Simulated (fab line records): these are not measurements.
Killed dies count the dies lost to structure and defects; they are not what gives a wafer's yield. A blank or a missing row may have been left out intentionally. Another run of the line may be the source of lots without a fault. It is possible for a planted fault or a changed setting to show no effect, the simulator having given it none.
fab line records	flow berkeley-cmos170
[record] lots = 5	wafers = 15	last-day = 11
route steps=331 shown V1@254 M2@271
lots that met no fault: taken from a fault-free run of the same line
start-h: start of the lot's first displayed wafer, in hours after the record's first day	wait-h: hours from the lot's prior step to this one	" as in the row above	L1.1+2: several wafers, shown together as one row	- no value present, or no start provided	* or withheld: withheld	< > ~ a bound
route shown NAME@n: names a module that has steps shown in the file, with the first one's number in the route	usual: mean/standard deviation taken from wafers without a fault	same: alike in all rows	chamber/n: place in a boat	sites: the reading at each site	_std_site: how widely they spread, as a standard deviation	_edge_site: mean of outer sites minus mean of inner sites	radius-mm: how far each site lies from the wafer's centre	mask NAME#n: copy n	behind: the most recent tool/chamber to have shaped the wafer	hold: why the lot went on hold/how many hours it stayed there/how the hold came to an end	device: names the non-switching transistor (n, p or np)	end of line: the route-end tests of the same wafers	a step with no rows: only its recipe	killed: not the wafer's yield, but the dies lost to structure and defects at the first sort	map: per-die view of a wafer (x killed, . not killed, _ where there is no die)
set.NAME: the setting that was run; set.NAME@STEP: the one run at that earlier step	model.NAME: the simulator's own value behind a step, which no gauge read
lots seen at some steps along the route; tables by step, rows by wafer
services: from which hour (start-h, from the record's first day; less than 0 if before it) a tool's chamber was out of use, for how many hours, and why
[[steps]]
[step UCB170_V1_CVD_00]
[recipe] material = SiO2	target-thk-nm = 2000	temp-c = 390	precursor = TEOS/O2	time-s = 250	rf-w = 550	pressure-mtorr = 9000
[usual] heater-power-w = 242/58
lot.wafer	tool	chamber	start-h	wait-h	heater-power-w
L077.1	pecvd-03	0	168.54	0.0	171
L077.5	"	2	"	"	282
L077.6	"	1	"	"	203
L081.3	pecvd-04	1	193.57	0.0	277
L081.4	"	0	"	"	227
L081.5	"	2	"	"	167
L082.1	pecvd-03	0	193.57	0.0	207
L082.3	"	0	"	"	153
L082.6	"	0	"	"	218
L092.3	pecvd-04	1	243.38	0.0	266
L092.4	"	2	"	"	167
L092.6	"	1	"	"	206
L096.4	pecvd-02	0	261.56	0.1	337
L096.5	"	2	"	"	235
L096.6	"	1	"	"	182
[step UCB170_V1_THK_MEAS_01]
[recipe] reads = SiO2_of_V1_CVD_00
[usual] V1_TEOS_THK = 2000/25
lot.wafer	tool	chamber	start-h	wait-h	V1_TEOS_THK[nm]
L077.1	film-metro-02	-	168.69	0.1	1987
L077.5	"	-	"	"	1986
L077.6	"	-	"	"	1979
L081.3	film-metro-03	-	193.75	0.1	1976
L081.4	"	-	"	"	2003
L081.5	"	-	"	"	2009
L082.1	film-metro-03	-	193.80	0.2	1987
L082.3	"	-	"	"	2038
L082.6	"	-	"	"	2009
L092.3	film-metro-03	-	243.55	0.1	2001
L092.4	"	-	"	"	2005
L092.6	"	-	"	"	1990
L096.4	film-metro-02	-	261.66	0.0	2021
L096.5	"	-	"	"	2045
L096.6	"	-	"	"	2051
[step UCB170_V1_CMP_02]
[recipe] material = SiO2	down-force-psi = 6	platen-rpm = 60	pad-velocity-m-s = 0.75398
[usual] edge-zone-pressure-frac = 1.000/0.0045	motor-current-A = 16.0/2.1	platen-rpm = 60.00/0.039
lot.wafer	tool	chamber	start-h	wait-h	edge-zone-pressure-frac	motor-current-A	platen-rpm
L077.1	cmp-02	2	168.80	0.1	1.007	15.0	59.97
L077.5	"	1	"	"	0.998	11.5	59.96
L077.6	"	2	"	"	1.002	15.0	59.98
L081.4	cmp-02	3	193.84	0.1	1.011	19.1	60.04
L081.3	"	0	"	"	1.001	16.3	60.09
L081.5	"	2	"	"	1.007	15.9	60.04
L082.3	cmp-02	1	194.44	0.6	1.001	12.2	60.01
L082.1	"	3	"	"	0.998	17.4	59.97
L082.6	"	1	"	"	1.000	12.1	60.07
L092.4	cmp-02	0	243.59	0.0	1.007	15.9	60.02
L092.3	"	3	"	"	0.997	17.5	59.94
L092.6	"	0	"	"	0.998	15.8	60.02
L096.4	cmp-02	1	261.84	0.2	0.999	12.3	59.99
L096.6	"	2	"	"	0.999	15.4	59.91
L096.5	"	3	"	"	1.000	17.9	60.04
[step UCB170_V1_BOW_MEAS_03]
[recipe] mode = bow
[usual] V1_BOW = 19/6.8
lot.wafer	tool	chamber	start-h	wait-h	V1_BOW[um]
L077.1	film-metro-03	-	169.05	0.2	19
L077.5	"	-	"	"	18
L077.6	"	-	"	"	24
L081.3	film-metro-03	-	194.13	0.2	16
L081.4	"	-	"	"	10
L081.5	"	-	"	"	14
L082.1	film-metro-03	-	194.69	0.1	28
L082.3	"	-	"	"	22
L082.6	"	-	"	"	23
L092.3	film-metro-04	-	243.93	0.1	24
L092.4	"	-	"	"	7
L092.6	"	-	"	"	17
L096.4	film-metro-03	-	262.05	0.2	19
L096.5	"	-	"	"	8
L096.6	"	-	"	"	6
[step UCB170_V1_THK_MEAS_04]
[recipe] reads = SiO2_of_V1_CVD_00
[usual] V1_POLISHED_THK = 999.8/1.4
lot.wafer	tool	chamber	start-h	wait-h	V1_POLISHED_THK[nm]
L077.1	film-metro-03	-	169.17	0.1	998.3
L077.5	"	-	"	"	999.1
L077.6	"	-	"	"	1000.4
L081.3	film-metro-03	-	194.23	0.1	998.6
L081.4	"	-	"	"	1000.2
L081.5	"	-	"	"	998.3
L082.1	film-metro-03	-	194.81	0.1	999.7
L082.3	"	-	"	"	997.2
L082.6	"	-	"	"	998.7
L092.3	film-metro-04	-	244.03	0.1	1001.2
L092.4	"	-	"	"	999.9
L092.6	"	-	"	"	1000.9
L096.4	film-metro-03	-	262.14	0.1	998.3
L096.5	"	-	"	"	1000.7
L096.6	"	-	"	"	998.2
[step UCB170_V1_CLEAN_05]
[recipe] chemistry = DIW
lot.wafer	tool	chamber	start-h	wait-h
L077.1+5+6	wet-bench-01	1	171.22	2.0
L081.3+4+5	wet-bench-03	1	195.12	0.9
L082.1+3+6	wet-bench-03	2	195.12	0.3
L092.3+4+6	wet-bench-03	3	244.07	0.0
L096.4+5+6	wet-bench-03	1	262.31	0.2
[step UCB170_V1_HMDS_06]
[recipe] prime-time-s = 60	prime-temp-c = 100
[usual] exhaust-pa = 45.1/0.88
lot.wafer	tool	chamber	start-h	wait-h	exhaust-pa
L077.1	litho-track-02	0	171.86	0.5	46.5
L077.5	"	0	"	"	46.5
L077.6	"	0	"	"	44.9
L082.1	litho-track-01	0	195.47	0.0	45.6
L082.3	"	0	"	"	44.5
L082.6	"	0	"	"	46.4
L081.3	litho-track-02	0	195.52	0.1	45.3
L081.4	"	0	"	"	47.0
L081.5	"	0	"	"	45.6
L092.3	litho-track-04	0	244.58	0.3	45.2
L092.4	"	0	"	"	44.9
L092.6	"	0	"	"	45.1
L096.4	litho-track-04	0	262.56	0.1	44.2
L096.5	"	0	"	"	44.2
L096.6	"	0	"	"	44.5
[step UCB170_V1_COAT_07]
[recipe] resist = KrF	spin-rpm = 1500	resist-thk-nm = 900
[usual] exhaust-pa = 45.1/0.91
lot.wafer	tool	chamber	start-h	wait-h	exhaust-pa
L077.1	litho-track-02	0	172.01	0.1	45.4
L077.5	"	0	"	"	46.0
L077.6	"	0	"	"	45.0
L082.1	litho-track-01	0	195.62	0.1	45.5
L082.3	"	0	"	"	44.4
L082.6	"	0	"	"	45.6
L081.3	litho-track-02	0	195.67	0.1	45.5
L081.4	"	0	"	"	44.8
L081.5	"	0	"	"	44.3
L092.3	litho-track-04	0	244.73	0.1	47.5
L092.4	"	0	"	"	46.8
L092.6	"	0	"	"	46.0
L096.4	litho-track-04	0	262.71	0.1	44.2
L096.5	"	0	"	"	43.0
L096.6	"	0	"	"	44.9
[step UCB170_V1_SOFTBAKE_08]
[recipe] resist = KrF	temp-c = 130	time-s = 60
[usual] exhaust-pa = 45.0/0.95
lot.wafer	tool	chamber	start-h	wait-h	exhaust-pa
L077.1	litho-track-02	0	172.16	0.1	44.5
L077.5	"	0	"	"	42.5
L077.6	"	0	"	"	44.5
L082.1	litho-track-01	0	195.77	0.1	45.6
L082.3	"	0	"	"	45.7
L082.6	"	0	"	"	45.0
L081.3	litho-track-02	0	195.82	0.1	46.0
L081.4	"	0	"	"	46.3
L081.5	"	0	"	"	46.4
L092.3	litho-track-04	0	244.88	0.1	44.9
L092.4	"	0	"	"	44.1
L092.6	"	0	"	"	44.7
L096.4	litho-track-04	0	262.86	0.1	44.6
L096.5	"	0	"	"	45.7
L096.6	"	0	"	"	44.5
[step UCB170_V1_EXPOSE_09]
[recipe] mask-id = VIA1	target-cd-nm = 700	na = 0.5	sigma-outer = 0.6	source-shape = conventional	dose-mj = 37
[usual] stage-vel-mm-s = 500.04/0.25
lot.wafer	tool	chamber	start-h	wait-h	mask	stage-vel-mm-s
L077.1	krf-scanner-01	0	172.56	0.4	VIA1#0	500.01
L077.5	"	0	"	"	VIA1#0	500.00
L077.6	"	0	"	"	VIA1#0	500.20
L081.3	krf-scanner-02	0	196.09	0.2	VIA1#0	500.16
L081.4	"	0	"	"	VIA1#0	499.92
L081.5	"	0	"	"	VIA1#0	500.52
L082.1	krf-scanner-02	0	196.16	0.4	VIA1#0	499.92
L082.3	"	0	"	"	VIA1#0	499.96
L082.6	"	0	"	"	VIA1#0	500.31
L092.3	krf-scanner-02	0	245.02	0.1	VIA1#0	499.90
L092.4	"	0	"	"	VIA1#0	499.85
L092.6	"	0	"	"	VIA1#0	499.91
L096.4	krf-scanner-01	0	263.12	0.2	VIA1#0	500.27
L096.5	"	0	"	"	VIA1#0	500.29
L096.6	"	0	"	"	VIA1#0	500.16
[step UCB170_V1_PEB_10]
[recipe] peb-temp-c = 130	peb-time-s = withheld	resist = KrF
[usual] exhaust-pa = 44.9/0.92
lot.wafer	tool	chamber	start-h	wait-h	exhaust-pa
L077.1	litho-track-01	0	172.87	0.3	44.5
L077.5	"	0	"	"	44.2
L077.6	"	0	"	"	45.1
L081.3	litho-track-02	0	196.42	0.3	44.1
L081.4	"	0	"	"	45.5
L081.5	"	0	"	"	43.8
L082.1	litho-track-04	0	196.51	0.3	45.8
L082.3	"	0	"	"	45.4
L082.6	"	0	"	"	45.9
L092.3	litho-track-01	0	245.23	0.2	44.3
L092.4	"	0	"	"	43.6
L092.6	"	0	"	"	44.0
L096.4	litho-track-04	0	263.26	0.1	45.2
L096.5	"	0	"	"	44.9
L096.6	"	0	"	"	45.4
[step UCB170_V1_DEVELOP_11]
[recipe] developer = TMAH	develop-time-s = 45	resist = KrF	dev-temp-c = 21
[usual] exhaust-pa = 45.0/0.92
lot.wafer	tool	chamber	start-h	wait-h	exhaust-pa
L077.1	litho-track-01	0	-	-	46.4
L077.5	"	0	"	"	45.8
L077.6	"	0	"	"	44.7
L081.3	litho-track-02	0	-	-	43.8
L081.4	"	0	"	"	42.1
L081.5	"	0	"	"	44.3
L082.1	litho-track-04	0	-	-	44.7
L082.3	"	0	"	"	45.2
L082.6	"	0	"	"	45.0
L092.3	litho-track-01	0	-	-	45.9
L092.4	"	0	"	"	44.4
L092.6	"	0	"	"	44.3
L096.4	litho-track-04	0	-	-	43.7
L096.5	"	0	"	"	46.0
L096.6	"	0	"	"	45.3
[step UCB170_V1_CD_MEAS_12]
[recipe] target-cd-nm = 700
[usual] cd-nm = 700.2/1.4
lot.wafer	tool	chamber	start-h	wait-h	cd-nm
L077.1	cd-sem-02	-	173.14	-	699.5
L077.5	"	-	"	"	700.4
L077.6	"	-	"	"	700.5
L081.3	cd-sem-01	-	196.69	-	699.0
L081.4	"	-	"	"	699.2
L081.5	"	-	"	"	698.6
L082.1	cd-sem-02	-	196.79	-	698.6
L082.3	"	-	"	"	698.9
L082.6	"	-	"	"	700.2
L092.3	cd-sem-02	-	245.49	-	699.9
L092.4	"	-	"	"	700.2
L092.6	"	-	"	"	700.8
L096.4	cd-sem-02	-	263.51	-	701.3
L096.5	"	-	"	"	701.1
L096.6	"	-	"	"	700.6
[step UCB170_V1_OVL_MEAS_13]
[usual] V1_OVL = -1/6.2
lot.wafer	tool	chamber	start-h	wait-h	V1_OVL[nm]
L077.1	overlay-01	-	173.26	0.1	2
L077.5	"	-	"	"	5
L077.6	"	-	"	"	9
L081.3	overlay-01	-	196.78	0.1	-3
L081.4	"	-	"	"	-4
L081.5	"	-	"	"	-8
L082.1	overlay-01	-	196.91	0.1	-7
L082.3	"	-	"	"	-10
L082.6	"	-	"	"	-8
L092.3	overlay-01	-	245.59	0.1	5
L092.4	"	-	"	"	6
L092.6	"	-	"	"	3
L096.4	overlay-01	-	263.59	0.1	1
L096.5	"	-	"	"	-2
L096.6	"	-	"	"	9
[step UCB170_V1_ETCH_14]
[recipe] chemistry = CHF3/CF4/Ar	target = SiO2	stop-on = Al	CHF3_flow_sccm = 45	cf4-flow-sccm = 15	Ar_flow_sccm = 150	pressure-mtorr = 200	rf-w = 700	target-depth-a = 12500	over-etch-frac = 0.25	time-s = 291
[usual] drypump-motor-current-A = 5.55/0.29	oes-product-au = 0.870/0.014	throttle-valve-pct = 6.86/0.11
lot.wafer	tool	chamber	start-h	wait-h	drypump-motor-current-A	oes-product-au	rf-hours-counter-h	throttle-valve-pct
L077.1	rie-diel-03	0	173.30	0.0	5.43	0.851	39	6.89
L077.5	"	3	"	"	5.54	0.867	-	6.87
L077.6	"	2	"	"	5.20	0.870	-	6.73
L081.3	rie-diel-01	1	196.80	0.0	5.50	0.877	86	6.84
L081.4	"	3	"	"	5.48	0.864	136	6.72
L081.5	"	0	"	"	5.30	0.897	-	6.94
L082.1	rie-diel-02	2	196.94	0.0	6.42	0.859	34	6.82
L082.3	"	1	"	"	5.37	0.864	134	7.02
L082.6	"	0	"	"	5.53	0.881	-	7.08
L092.3	rie-diel-03	3	245.61	0.0	5.53	0.868	87	6.89
L092.4	"	0	"	"	5.44	0.849	-	6.91
L092.6	"	3	"	"	5.51	0.869	-	6.88
L096.4	rie-diel-01	3	263.70	0.1	5.48	0.880	-	6.72
L096.5	"	1	"	"	5.49	0.875	-	6.82
L096.6	"	2	"	"	5.99	0.865	-	6.98
[step UCB170_V1_STRIP_15]
[recipe] chemistry = O2	power-w = 400	pressure-mtorr = 3500	platen-temp-c = withheld	o2-flow-sccm = 400	overash-fraction = 0.5
[usual] drypump-motor-current-A = 5.5/0.46	oes-product-au = 0.721/0.0046	strip-time-to-endpoint-s = 15.36/0.14
lot.wafer	tool	chamber	start-h	wait-h	drypump-motor-current-A	oes-product-au	rf-hours-counter-h	strip-time-to-endpoint-s
L077.1	plasma-asher-04	0	173.48	0.1	5.3	0.725	40	15.19
L077.5	"	1	"	"	6.4	0.719	-	15.29
L077.6	"	0	"	"	5.3	0.728	-	15.25
L081.3	plasma-asher-01	1	197.01	0.1	5.4	0.728	-	15.40
L081.4	"	0	"	"	5.2	0.721	-	15.44
L081.5	"	1	"	"	5.4	0.726	-	15.18
L082.1	plasma-asher-04	0	197.12	0.1	5.3	0.725	43	15.22
L082.3	"	0	"	"	5.3	0.724	-	15.50
L082.6	"	1	"	"	6.4	0.725	-	15.58
L092.3	plasma-asher-01	1	245.82	0.1	5.4	0.719	-	15.66
L092.4	"	0	"	"	5.2	0.716	-	15.53
L092.6	"	1	"	"	5.4	0.725	-	15.61
L096.4	plasma-asher-01	0	263.82	0.0	5.2	0.724	-	15.46
L096.5	"	0	"	"	5.2	0.728	-	15.61
L096.6	"	1	"	"	5.4	0.718	-	15.32
[step UCB170_V1_CD_MEAS_90]
[recipe] target-cd-nm = 700
[usual] cd-nm = 699.7/1.6
lot.wafer	tool	chamber	start-h	wait-h	cd-nm
L077.1	cd-sem-01	-	173.58	0.1	698.4
L077.5	"	-	"	"	699.0
L077.6	"	-	"	"	698.9
L081.3	cd-sem-02	-	197.12	0.1	699.1
L081.4	"	-	"	"	699.6
L081.5	"	-	"	"	698.0
L082.1	cd-sem-01	-	197.22	0.1	699.6
L082.3	"	-	"	"	698.1
L082.6	"	-	"	"	699.8
L092.3	cd-sem-02	-	245.93	0.1	697.9
L092.4	"	-	"	"	699.2
L092.6	"	-	"	"	698.6
L096.4	cd-sem-02	-	263.95	0.1	700.0
L096.5	"	-	"	"	700.9
L096.6	"	-	"	"	701.4
[step UCB170_M2_PRE_CLEAN_00]
[recipe] gas = Ar	preclean-etch-time-s = 60
lot.wafer	tool	chamber	start-h	wait-h
L077.1+5+6	pvd-sputter-04	-	173.70	0.1
L081.3+4+5	pvd-sputter-04	-	197.20	0.1
L082.1+3+6	pvd-sputter-02	-	197.34	0.1
L092.3+4+6	pvd-sputter-01	-	246.01	0.1
L096.4+5+6	pvd-sputter-04	-	264.01	0.0
[step UCB170_M2_SPUTTER_01]
[recipe] material = Al	target-thk-nm = 900	time-s = 120	power-w = 6180	chamber-pressure-pa = 0.5
[usual] throttle-valve-pct = 29.7/0.78
lot.wafer	tool	chamber	start-h	wait-h	throttle-valve-pct
L077.1	pvd-sputter-04	-	173.76	0.0	28.5
L077.5	"	-	"	"	29.5
L077.6	"	-	"	"	30.0
L081.3	pvd-sputter-04	-	197.27	0.0	28.3
L081.4	"	-	"	"	29.8
L081.5	"	-	"	"	28.2
L082.1	pvd-sputter-02	-	197.42	0.0	29.5
L082.3	"	-	"	"	30.2
L082.6	"	-	"	"	30.6
L092.3	pvd-sputter-01	-	246.07	0.0	29.1
L092.4	"	-	"	"	28.7
L092.6	"	-	"	"	29.4
L096.4	pvd-sputter-04	-	264.08	0.0	28.4
L096.5	"	-	"	"	28.4
L096.6	"	-	"	"	30.0
[step UCB170_M2_RS_MEAS_02]
[recipe] thk-meas-gauge = four-point-probe	reads = Al_of_M2_SPUTTER_01
[usual] M2_AL_RS = 0.0312/0.00035
lot.wafer	tool	chamber	start-h	wait-h	M2_AL_RS[ohm/sq]
L077.1	film-metro-01	-	173.85	0.0	0.0317
L077.5	"	-	"	"	0.0312
L077.6	"	-	"	"	0.0318
L081.3	film-metro-01	-	197.39	0.1	0.0317
L081.4	"	-	"	"	0.0315
L081.5	"	-	"	"	0.0317
L082.1	film-metro-04	-	197.53	0.1	0.0313
L082.3	"	-	"	"	0.0318
L082.6	"	-	"	"	0.0316
L092.3	film-metro-01	-	246.20	0.1	0.0307
L092.4	"	-	"	"	0.0311
L092.6	"	-	"	"	0.0308
L096.4	film-metro-02	-	264.22	0.1	0.0311
L096.5	"	-	"	"	0.0311
L096.6	"	-	"	"	0.0306
[step UCB170_M2_THK_MEAS_03]
[recipe] thk-meas-gauge = xrf	reads = Al_of_M2_SPUTTER_01
[usual] M2_AL_THK = 930/13
lot.wafer	tool	chamber	start-h	wait-h	M2_AL_THK[nm]
L077.1	film-metro-01	-	173.97	0.1	920
L077.5	"	-	"	"	937
L077.6	"	-	"	"	909
L081.3	film-metro-01	-	197.49	0.1	910
L081.4	"	-	"	"	916
L081.5	"	-	"	"	914
L082.1	film-metro-04	-	197.65	0.1	919
L082.3	"	-	"	"	900
L082.6	"	-	"	"	908
L092.3	film-metro-01	-	246.30	0.1	947
L092.4	"	-	"	"	937
L092.6	"	-	"	"	939
L096.4	film-metro-02	-	264.31	0.1	939
L096.5	"	-	"	"	938
L096.6	"	-	"	"	953
[step UCB170_M2_HMDS_04]
[recipe] prime-time-s = 60	prime-temp-c = 100
[usual] exhaust-pa = 45.3/0.89
lot.wafer	tool	chamber	start-h	wait-h	exhaust-pa
L077.1	litho-track-03	0	174.41	0.4	44.8
L077.5	"	0	"	"	45.9
L077.6	"	0	"	"	44.9
L081.3	litho-track-02	0	197.58	0.1	45.9
L081.4	"	0	"	"	45.7
L081.5	"	0	"	"	46.0
L082.1	litho-track-04	0	197.71	0.1	45.2
L082.3	"	0	"	"	45.9
L082.6	"	0	"	"	44.8
L092.3	litho-track-02	0	246.75	0.4	45.8
L092.4	"	0	"	"	44.0
L092.6	"	0	"	"	45.7
L096.4	litho-track-02	0	264.41	0.1	44.3
L096.5	"	0	"	"	46.0
L096.6	"	0	"	"	45.5
[step UCB170_M2_COAT_05]
[recipe] resist = KrF	spin-rpm = 1500	resist-thk-nm = 900
[usual] exhaust-pa = 44.7/0.82
lot.wafer	tool	chamber	start-h	wait-h	exhaust-pa
L077.1	litho-track-03	0	174.56	0.1	43.6
L077.5	"	0	"	"	44.7
L077.6	"	0	"	"	45.1
L081.3	litho-track-02	0	197.73	0.1	45.3
L081.4	"	0	"	"	44.5
L081.5	"	0	"	"	44.2
L082.1	litho-track-04	0	197.86	0.1	44.7
L082.3	"	0	"	"	44.0
L082.6	"	0	"	"	44.1
L092.3	litho-track-02	0	246.90	0.1	43.7
L092.4	"	0	"	"	43.5
L092.6	"	0	"	"	44.1
L096.4	litho-track-02	0	264.56	0.1	43.1
L096.5	"	0	"	"	45.0
L096.6	"	0	"	"	43.8
[step UCB170_M2_SOFTBAKE_06]
[recipe] resist = KrF	temp-c = 130	time-s = 60
[usual] exhaust-pa = 44.9/0.87
lot.wafer	tool	chamber	start-h	wait-h	exhaust-pa
L077.1	litho-track-03	0	174.71	0.1	45.3
L077.5	"	0	"	"	44.8
L077.6	"	0	"	"	44.8
L081.3	litho-track-02	0	197.88	0.1	44.7
L081.4	"	0	"	"	44.9
L081.5	"	0	"	"	44.3
L082.1	litho-track-04	0	198.01	0.1	43.8
L082.3	"	0	"	"	44.1
L082.6	"	0	"	"	43.8
L092.3	litho-track-02	0	247.05	0.1	44.4
L092.4	"	0	"	"	45.1
L092.6	"	0	"	"	44.9
L096.4	litho-track-02	0	264.71	0.1	45.1
L096.5	"	0	"	"	45.1
L096.6	"	0	"	"	44.6
[step UCB170_M2_STRIP_07]
[recipe] chemistry = O2	power-w = 400	pressure-mtorr = 3500	platen-temp-c = withheld	o2-flow-sccm = 400	overash-fraction = 0.5
[usual] drypump-motor-current-A = 5.4/0.38	oes-product-au = 0.734/0.0046	strip-time-to-endpoint-s = 21.97/0.081
lot.wafer	tool	chamber	start-h	wait-h	drypump-motor-current-A	oes-product-au	rf-hours-counter-h	strip-time-to-endpoint-s
L077.1	plasma-asher-02	1	174.86	0.1	6.1	0.726	50	22.01
L077.5	"	1	"	"	6.1	0.742	-	22.10
L077.6	"	0	"	"	5.1	0.738	-	22.07
L081.3	plasma-asher-02	1	198.01	0.1	6.1	0.730	-	21.88
L081.4	"	0	"	"	5.1	0.731	-	21.94
L081.5	"	1	"	"	6.1	0.730	-	21.87
L082.1	plasma-asher-03	1	198.16	0.1	4.9	0.738	48	22.03
L082.3	"	1	"	"	4.9	0.726	-	22.10
L082.6	"	0	"	"	5.6	0.745	-	22.09
L092.3	plasma-asher-01	0	247.18	0.1	5.2	0.735	-	21.96
L092.4	"	1	"	"	5.4	0.727	-	21.96
L092.6	"	1	"	"	5.4	0.734	-	21.98
L096.4	plasma-asher-02	1	264.82	0.1	6.1	0.747	-	21.88
L096.5	"	1	"	"	6.1	0.730	-	21.91
L096.6	"	0	"	"	5.1	0.735	-	21.83
[step UCB170_M2_STRIP_08]
[recipe] chemistry = DMSO	temp-c = 80	time-s = 600	material = KrF
lot.wafer	tool	chamber	start-h	wait-h
L077.1+5+6	wet-bench-02	3	175.14	0.2
L081.3+4+5	wet-bench-04	3	198.08	0.0
L082.1+3+6	wet-bench-04	2	198.26	0.1
L092.3+4+6	wet-bench-01	3	247.25	0.0
L096.4+5+6	wet-bench-04	2	264.89	0.0
[[services]]
tool	chamber	start-h	hours	kind
rie-diel-01	3	145.47	6.0	repair
rie-diel-01	1	147.38	10.7	repair
cmp-02	-	151.69	0.7	repair
krf-scanner-02	-	151.81	1.3	pm
pecvd-04	-	157.71	8.4	repair
cmp-02	-	160.19	4.9	pm
rie-diel-01	-	162.92	2.8	pm
plasma-asher-01	-	163.66	9.1	repair
pvd-sputter-01	-	165.11	8.4	repair
krf-scanner-01	-	167.65	1.3	pm
pecvd-03	1	172.65	22.3	repair
rie-diel-01	1	189.59	2.8	repair
rie-diel-01	0	201.81	10.4	repair
plasma-asher-01	-	205.54	1.5	repair
rie-diel-03	2	210.61	5.7	repair
krf-scanner-02	-	218.79	0.8	pm
cmp-02	-	219.71	0.2	repair
rie-diel-03	3	221.04	6.2	repair
pecvd-04	-	221.47	1.1	repair
krf-scanner-02	-	222.50	3.2	repair
krf-scanner-02	-	225.65	1.0	pm
krf-scanner-01	-	228.07	1.0	pm
cmp-02	-	232.00	4.0	pm
plasma-asher-01	-	237.56	0.7	repair
[[key]]
fault none
